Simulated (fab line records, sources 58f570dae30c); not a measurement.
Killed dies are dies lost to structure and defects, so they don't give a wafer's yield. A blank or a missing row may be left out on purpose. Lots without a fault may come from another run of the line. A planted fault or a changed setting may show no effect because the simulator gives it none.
Problem report in the 8D (eight disciplines) form, filled by code | flow berkeley_cmos170 | the parts of the form that need people (team, actions taken, sign-off) are left out

1. THE PROBLEM
oes_product_au at UCB170_ACTIVE_ETCH_15 reads a mean of 0.862 a.u. on 2 wafers of 2 lots; wafers without a fault read 0.934 a.u. with a standard deviation of 0.017. That is -4.2 standard deviations from the usual mean.
The step: etches Si3N4 in CH3F/Ar/O2, stops on SiO2, target depth 242 nm, time 154 s.
First seen on wafer L647.1, day 7 14:52, on rie_diel-04. The record holds 42 wafers of 14 lots with a number at this step. Rule for "out", or "out of limits": more than 4 standard deviations from the usual mean. The other wafers with a number count as sound.

2. WHAT IT IS AND WHAT IT IS NOT
question                    | is               | is not
which readings at this step | oes_product_au   | drypump_motor_current_A, throttle_valve_pct
which lots                  | L647, L651       | L635, L638, L639, L640, L641, L642, L643, L644, L650, L653, L654, L656
which wafers of those lots  | L647.1, L651.6   | L647.3, L647.4, L651.4, L651.5
read on which tools         | rie_diel-04      | rie_diel-01, rie_diel-02
when                        | from day 7 14:52 | up to then (26 sound wafers); but 14 sound wafers of L650, L651, L653, L654, L656 came after

3. SUSPECTS, AND WHAT RULES EACH OUT
Counting: a tool at a process step up to the reading stays a suspect if it ran every lot that is out. Sound lots after the first of them don't rule it out here, since some wafers of a struck lot are sound.
- rie_diel-04 at UCB170_ACTIVE_ETCH_15 (etches Si3N4 in CH3F/Ar/O2, stops on SiO2, target depth 242 nm, time 154 s): kept. It ran every lot that is out, first L647 (day 7 14:52); its last sound lot up to then is L642 (day 6 18:42). Its own readings are out on those wafers: oes_product_au.
- Within rie_diel-04 at UCB170_ACTIVE_ETCH_15: the wafers that are out ran in chamber 3; their sound lot-mates ran in chambers 0, 1, 2.
Left after counting: rie_diel-04 at UCB170_ACTIVE_ETCH_15.

4. THE CAUSE (what the simulator had put in)
Process parameter drift: rie_diel-04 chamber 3, from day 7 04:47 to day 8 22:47, at UCB170_ACTIVE_ETCH_15. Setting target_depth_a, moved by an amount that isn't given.
Counting left only this tool.

5. THE CHAIN OF EFFECTS, in route order
Each row: a reading whose mean over the struck wafers that have a number lies more than 3 standard deviations from the usual. Only readings for which the record gives a usual standard deviation are gone through. hours: the time from each lot's start at the first step in this table that gives one to its start at this step, as a median over the lots. sigmas: the change in usual standard deviations.
hours | step                   | reading                  | usual      | on struck wafers | change | sigmas
0     | UCB170_ACTIVE_ETCH_15  | oes_product_au           | 0.934 a.u. | 0.862            | -0.072 | -4.2
0     | UCB170_ACTIVE_STRIP_16 | strip_time_to_endpoint_s | 17.98 s    | 17.38            | -0.60  | -7.7
The process steps in it:
- UCB170_ACTIVE_ETCH_15: etches Si3N4 in CH3F/Ar/O2, stops on SiO2, target depth 242 nm, time 154 s.
- UCB170_ACTIVE_STRIP_16: strips in O2.
Later measuring or inspecting steps at which every struck wafer that the step has a row for has a number for every such reading, and none has moved that far: UCB170_SACOX_THK_MEAS_02, UCB170_CONTACT_THK_MEAS_02.

6. WHAT WOULD HAVE CAUGHT IT SOONER
In this record the first reading out of limits was taken at day 7 14:52, 10 hours after the fault began at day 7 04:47.
